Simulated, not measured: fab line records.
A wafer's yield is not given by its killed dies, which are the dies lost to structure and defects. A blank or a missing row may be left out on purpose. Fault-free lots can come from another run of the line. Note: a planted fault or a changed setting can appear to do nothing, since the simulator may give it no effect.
Check of tool commonality | flow berkeleyCmos170 | Sampled: 16 lots, 48 wafers

== WHY IT WAS OPENED ==
Of 16 lots, 4 have the reading PWELL_NITRIDE_THK flagged at UCB170_PWELL_THK_MEAS_06. Fault-free wafers read 219.4 nm, with a standard deviation of 2.2.
Rule: flag the lot when none of its wafers has a number, or when each of its wafers that has one lies beyond 4 standard deviations from that mean. All remaining lots are regarded as sound.

lot  | measured    | on           | PWELL_NITRIDE_THK (nm), wafer by wafer | flag
L605 | day 3 04:20 | filmMetro-03 | 220.2 219.3 219.9                      | 
L604 | day 3 04:22 | filmMetro-01 | 223.1 222.6 222.0                      | 
L607 | day 3 06:49 | filmMetro-04 | 222.1 222.7 222.4                      | 
L606 | day 3 06:49 | filmMetro-01 | 218.7 218.0 220.4                      | 
L608 | day 3 17:43 | filmMetro-01 | 219.9 219.5 220.3                      | 
L609 | day 4 01:15 | filmMetro-04 | 216.9 218.1 219.0                      | 
L610 | day 4 01:15 | filmMetro-03 | 219.7 221.0 220.2                      | 
L611 | day 4 07:37 | filmMetro-01 | 214.6 215.7 217.9                      | 
L612 | day 4 07:37 | filmMetro-03 | 214.5 217.3 216.2                      | 
L620 | day 6 08:32 | filmMetro-04 | 196.5 197.2 196.9                      | FLAGGED
L622 | day 6 08:33 | filmMetro-03 | 191.6 191.8 193.1                      | FLAGGED
L621 | day 6 08:34 | filmMetro-01 | 195.7 194.8 196.4                      | FLAGGED
L623 | day 6 22:14 | filmMetro-03 | 195.8 195.5 196.5                      | FLAGGED
L625 | day 7 08:29 | filmMetro-03 | 217.9 219.0 221.0                      | 
L626 | day 7 14:05 | filmMetro-04 | 218.5 221.2 220.3                      | 
L627 | day 7 14:06 | filmMetro-01 | 221.0 219.6 221.0                      | 
On average the flagged lots' numbers are 195.2 nm, which is -24.2 nm against the usual, or -11 standard deviations.

== EACH LOT AND THE TOOL IT RAN ON ==
The record holds 1 process step before the reading, out of a route of 331 steps. In each cell: the tool, then ch and the chambers that the sampled wafers went through, then the start.
lot  | flag    | UCB170_PWELL_CVD_05
L605 |         | lpcvd-02 ch 1, day 3 02:25
L604 |         | lpcvd-02 ch 1, day 3 02:25
L607 |         | lpcvd-01 ch 1, day 3 04:54
L606 |         | lpcvd-01 ch 0, day 3 04:54
L608 |         | lpcvd-02 ch 1, day 3 15:47
L609 |         | lpcvd-02 ch 1, day 3 23:20
L610 |         | lpcvd-02 ch 1, day 3 23:20
L611 |         | lpcvd-02 ch 0, day 4 05:40
L612 |         | lpcvd-02 ch 1, day 4 05:40
L620 | FLAGGED | lpcvd-02 ch 0, day 6 06:38
L622 | FLAGGED | lpcvd-02 ch 0, day 6 06:38
L621 | FLAGGED | lpcvd-02 ch 0, day 6 06:38
L623 | FLAGGED | lpcvd-02 ch 0, day 6 20:18
L625 |         | lpcvd-01 ch 0, day 7 06:35
L626 |         | lpcvd-01 ch 0, day 7 12:11
L627 |         | lpcvd-01 ch 1, day 7 12:11
What these steps do:
- UCB170_PWELL_CVD_05: deposits Si3N4 from SiH2Cl2/NH3, target thk 220 nm, time 3300 s.
- UCB170_PWELL_THK_MEAS_06

== FLAGGED AGAINST TOTAL, ONE TOOL AT A TIME (gauges that did the reading follow at the end) ==
step                     | tool         | lots run | flagged | share of the flagged lots | sound lots run after its first flagged lot
UCB170_PWELL_CVD_05      | lpcvd-01     | 5        | 0       | none                      | -
UCB170_PWELL_CVD_05      | lpcvd-02     | 11       | 4       | all                       | 0
UCB170_PWELL_THK_MEAS_06 | filmMetro-01 | 6        | 1       | some                      | 1 (L627)
UCB170_PWELL_THK_MEAS_06 | filmMetro-03 | 6        | 2       | some                      | 1 (L625)
UCB170_PWELL_THK_MEAS_06 | filmMetro-04 | 4        | 1       | some                      | 1 (L626)

== THE TABLE: WHAT IT ALLOWS ==
1 row of the table ran every flagged lot: lpcvd-02 at UCB170_PWELL_CVD_05.
- lpcvd-02 at UCB170_PWELL_CVD_05: 4 of its 11 lots flagged. It ran its last sound lot, L611, at day 4 05:40 and its first flagged lot, L620, at day 6 06:38: a fault with its onset between the two fits.
Left over: one tool, lpcvd-02 at UCB170_PWELL_CVD_05.

== WHAT THE SIMULATOR HAD INSERTED ==
Site profile drift: lpcvd-02, from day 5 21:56 on, at UCB170_PWELL_CVD_05. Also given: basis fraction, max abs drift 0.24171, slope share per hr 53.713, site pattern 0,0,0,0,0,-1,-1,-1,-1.
Lots struck among those shown: L620, L622, L621, L623. The rule above found the same.
